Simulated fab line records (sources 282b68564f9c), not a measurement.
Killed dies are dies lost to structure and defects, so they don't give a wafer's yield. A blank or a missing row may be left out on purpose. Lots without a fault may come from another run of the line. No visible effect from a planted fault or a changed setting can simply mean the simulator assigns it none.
Struck lot and sound lot, side by side / flow rit_cmos / 44 steps out of a route of 202
Sound: the wafers L960.3, L960.5, L960.6. Wafers struck: L966.2, L966.3, L966.5. The cause is given at the end.
For every step that has rows: the tool of each side, followed by ch and its chambers, followed by its first start. Under that, the readings that differ: sound wafers / struck wafers / difference of the means / sigmas: that difference in standard deviations of wafers without a fault.
alike: readings with means less than 2 such deviations apart, plus words and numbers identical on both sides. not compared: withheld readings, readings lacking a value on some wafer, bounds such as >300 that could conceal the same value, and numbers that have no deviation in the record and whose values overlap.
Wherever a step has rows on one side only, a row that says differs or no value, or a row with sigmas, the two part there. Numbers that have no deviation but don't overlap get no sigmas and don't part them. A reading missing from all wafers of one side parts the sides only when that side holds two or more wafers.

first, 3 steps without rows for these wafers: RIT_NLDD_HARDBAKE_07 (time 60 s); RIT_NLDD_IMPLANT_08; RIT_NLDD_STRIP_09 (strips in O2, time 180 s).
RIT_NLDD_TW_MEAS_10:
  struck on film_metro-04, day 5 02:44; sound on film_metro-03, day 3 19:55
reading=NLDD_TW; sound=2494 2507 2512; struck=2559 2558 2561; difference=+55; sigmas=+3
then, 6 steps without rows for these wafers: RIT_PLDD_HMDS_00 (prime time 60 s); RIT_PLDD_COAT_01 (resist thk 1000 nm); RIT_PLDD_SOFTBAKE_02 (time 60 s); RIT_PLDD_EXPOSE_03 (exposes mask M8, target cd 40900 nm); RIT_PLDD_PEB_04; RIT_PLDD_DEVELOP_05 (develop time 50 s).
RIT_PLDD_OVL_MEAS_06:
  struck on overlay-02, day 5 03:39; sound on overlay-02, day 3 20:49
  alike: PLDD_OVL
then, 1 step without rows for these wafers: RIT_PLDD_HARDBAKE_07 (time 60 s).
RIT_PLDD_IMPLANT_08:
  sound on implanter-02 ch 0, day 3 21:03; struck on implanter-02 ch 0, day 5 03:51
reading=beam_on_s (s); sound=9.96 9.96 10.04; struck=14.36 13.74 14.47; difference=+4.20; sigmas=+21
reading=faraday_current_uA; sound=2841 2840 2798; struck=1968 2045 1944; difference=-841; sigmas=-15
RIT_PLDD_STRIP_09: strips in O2, time 180 s.
  sound on plasma_asher-02 ch 0,1, day 3 21:12; struck on plasma_asher-03 ch 0,1, day 5 03:59
  alike: drypump_motor_current_A
  not compared: rf_hours_counter_h
RIT_PLDD_TW_MEAS_10:
  struck on film_metro-03, day 5 04:10; sound on film_metro-03, day 3 21:20
reading=PLDD_TW; sound=2380 2361 2381; struck=2620 2598 2616; difference=+237; sigmas=+15
then, 4 steps without rows for these wafers: RIT_SPACER_CLEAN_00 (cleans in SC1, time 600 s); RIT_SPACER_CLEAN_01 (cleans in dHF, time 30 s); RIT_SPACER_CLEAN_02 (cleans in SC2, time 600 s); RIT_SPACER_CVD_03 (deposits Si3N4 from SiH2Cl2/NH3, target thk 250 nm, time 3300 s).
RIT_SPACER_THK_MEAS_04:
  struck on film_metro-03, day 5 06:41; sound on film_metro-04, day 3 23:41
  alike: SPACER_NITRIDE_THK
RIT_SPACER_ETCHBACK_05: etches Si3N4 in SF6/CHF3, stops on SiO2, target depth 250 nm, time 240 s.
  sound on rie_diel-04 ch 0,1,2, day 3 23:43; struck on rie_diel-02 ch 0,1,3, day 5 06:44
  alike: drypump_motor_current_A, oes_product_au, rf_fwd_power_W, throttle_valve_pct
  not compared: rf_hours_counter_h
then, 2 steps without rows for these wafers: RIT_NSD_HMDS_00 (prime time 60 s); RIT_NSD_COAT_01 (resist thk 1000 nm).
RIT_NSD_SOFTBAKE_02: time 61.69 s.
  sound on litho_track-04 ch 0, day 4 00:13; struck on litho_track-04 ch 0, day 5 07:13
  alike: exhaust_pa, plate_sensor_t_centre_C, plate_sensor_t_edge_C
then, 3 steps without rows for these wafers: RIT_NSD_EXPOSE_03 (exposes mask M9, target cd 40700 nm); RIT_NSD_PEB_04; RIT_NSD_DEVELOP_05 (develop time 50 s).
RIT_NSD_OVL_MEAS_06:
  struck on overlay-01, day 5 07:52; sound on overlay-02, day 4 00:44
  alike: NSD_OVL
then, 2 steps without rows for these wafers: RIT_NSD_HARDBAKE_07 (time 60 s); RIT_NSD_IMPLANT_08.
RIT_NSD_STRIP_09: strips in O2, time 180 s.
  sound on plasma_asher-01 ch 0,1, day 4 01:07; struck on plasma_asher-01 ch 0,1, day 5 08:11
  alike: drypump_motor_current_A
  not compared: rf_hours_counter_h
RIT_NSD_TW_MEAS_10:
  struck on film_metro-02, day 5 08:23; sound on film_metro-03, day 4 01:16
reading=NSD_TW; sound=3128 3142 3136; struck=3178 3171 3179; difference=+41; sigmas=+2
then, 6 steps without rows for these wafers: RIT_PSD_HMDS_00 (prime time 60 s); RIT_PSD_COAT_01 (resist thk 1000 nm); RIT_PSD_SOFTBAKE_02 (time 60 s); RIT_PSD_EXPOSE_03 (exposes mask M10, target cd 40900 nm); RIT_PSD_PEB_04; RIT_PSD_DEVELOP_05 (develop time 50 s).
RIT_PSD_OVL_MEAS_06:
  struck on overlay-02, day 5 09:19; sound on overlay-02, day 4 02:17
  alike: PSD_OVL
then, 2 steps without rows for these wafers: RIT_PSD_HARDBAKE_07 (time 60 s); RIT_PSD_IMPLANT_08.
RIT_PSD_STRIP_09: strips in O2, time 180 s.
  sound on plasma_asher-01 ch 0,1, day 4 02:40; struck on plasma_asher-04 ch 0,1, day 5 09:38
  alike: drypump_motor_current_A
  not compared: rf_hours_counter_h
RIT_SDANNEAL_RS_MEAS_06: uses a four-point probe to measure.
  struck on film_metro-03, day 5 10:34; sound on film_metro-04, day 4 03:33
reading=PLDD_RS (ohm/sq); sound=177.5 177.1 177.7; struck=160.0 160.5 159.8; difference=-17.3; sigmas=-35
RIT_M1_PROBE_99:
  struck on prober-01, day 5 18:55; sound on prober-01, day 4 11:46
reading=model.etest.pldd.rs_ohm_sq; sound=440.2 437.1 449.1; struck=383.7 365.4 369; difference=-69.4; sigmas=
reading=model.etest.pldd.line_ohm_um; sound=139.2 137.1 141.2; struck=120.8 116 121.5; difference=-19.7; sigmas=
  alike: killed_at_M0_to_M3, killed_at_contacts, killed_at_front_end, killed_dies, killed_open, killed_short
  not compared: model.etest.pmos_turned.r_on_ohm_um, model.etest.pmos_0p3.r_on_ohm_um, model.etest.pmos_0p15.r_on_ohm_um, model.etest.pmos_turned.drive_ua_um, model.etest.pmos_0p15.drive_ua_um, model.etest.pmos_0p15.off_log10_a_um

## WHERE THEY PART
First at RIT_NLDD_TW_MEAS_10; last, within this record, at RIT_SDANNEAL_RS_MEAS_06. Later steps at which nothing parts them and some readings are alike: RIT_M1_PROBE_99.

WHY: what the simulator had put in
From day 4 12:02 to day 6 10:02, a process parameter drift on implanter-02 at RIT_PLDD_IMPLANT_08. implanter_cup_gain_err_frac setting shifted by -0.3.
